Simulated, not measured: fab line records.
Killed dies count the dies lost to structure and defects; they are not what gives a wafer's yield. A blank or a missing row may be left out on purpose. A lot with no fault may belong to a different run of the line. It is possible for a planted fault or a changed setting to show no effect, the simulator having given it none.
Commonality check across tools	flow berkeleyCmos170	14 lots and 42 wafers in the sample

== WHY THIS WAS OPENED ==
At UCB170_NLDD_TW_MEAS_11 the reading NLDD_TW is flagged on 2 of 14 lots. No-fault wafers: 2228, standard deviation 15.
Rule: flag the lot when none of its wafers has a number, or when each of its wafers that has one lies beyond 4 standard deviations from that mean. The other lots count as sound.

lot	measured	on	NLDD_TW, wafer by wafer	flag
L136	day 6 17:05	filmMetro-03	2212 2219 2211	
L138	day 6 18:43	filmMetro-02	2239 2239 2229	
L139	day 6 21:25	filmMetro-02	2227 2228 2224	
L141	day 7 05:27	filmMetro-03	2209 2194 2204	
L140	day 7 07:09	filmMetro-03	2199 2195 2203	
L143	day 7 10:30	filmMetro-03	2211 2201 2198	
L142	day 7 11:03	filmMetro-04	2244 2245 2235	
L145	day 8 07:01	filmMetro-04	2229 2229 2247	
L144	day 8 07:17	filmMetro-03	2224 2228 2215	
L147	day 8 11:25	filmMetro-03	2217 2224 2231	
L148	day 8 11:36	filmMetro-02	2245 2232 2234	
L146	day 8 11:50	filmMetro-04	2237 2225 2244	
L152	day 9 08:52	filmMetro-02	2491 2489 2495	FLAGGED
L151	day 10 05:52	filmMetro-03	2459 2471 2456	FLAGGED
Average over the flagged lots: 2477; offset from the usual +249, equal to +17 standard deviations.

== WHICH TOOL RAN EACH LOT ==
The record keeps 1 process step preceding the reading, out of 331 steps on the route. Every cell lists first the tool, next ch and the chambers used by the sampled wafers, and last the start.
lot	flag	UCB170_NLDD_IMPLANT_08
L136		implanter-04 ch 0, day 6 16:43
L138		implanter-04 ch 0, day 6 18:19
L139		implanter-04 ch 0, day 6 21:01
L141		implanter-04 ch 0, day 7 05:04
L140		implanter-03 ch 0, day 7 06:45
L143		implanter-04 ch 0, day 7 10:07
L142		implanter-02 ch 0, day 7 10:40
L145		implanter-03 ch 0, day 8 06:37
L144		implanter-04 ch 0, day 8 06:53
L147		implanter-03 ch 0, day 8 11:01
L148		implanter-04 ch 0, day 8 11:13
L146		implanter-02 ch 0, day 8 11:26
L152	FLAGGED	implanter-04 ch 0, day 9 08:07
L151	FLAGGED	implanter-02 ch 0, day 10 04:53
What is done by these steps:
- UCB170_NLDD_IMPLANT_08
- UCB170_NLDD_TW_MEAS_11

== FLAGGED AGAINST TOTAL, ONE TOOL AT A TIME (gauges that did the reading follow at the end) ==
step	tool	lots run	flagged	share of the flagged lots	sound lots run after its first flagged lot
UCB170_NLDD_IMPLANT_08	implanter-02	3	1	some	0
UCB170_NLDD_IMPLANT_08	implanter-03	3	0	none	-
UCB170_NLDD_IMPLANT_08	implanter-04	8	1	some	0
UCB170_NLDD_TW_MEAS_11	filmMetro-02	4	1	some	0
UCB170_NLDD_TW_MEAS_11	filmMetro-03	7	1	some	0
UCB170_NLDD_TW_MEAS_11	filmMetro-04	3	0	none	-

== WHAT THE TABLE PERMITS ==
No row of the table ran every flagged lot.

== WHAT THE SIMULATOR PUT IN ==
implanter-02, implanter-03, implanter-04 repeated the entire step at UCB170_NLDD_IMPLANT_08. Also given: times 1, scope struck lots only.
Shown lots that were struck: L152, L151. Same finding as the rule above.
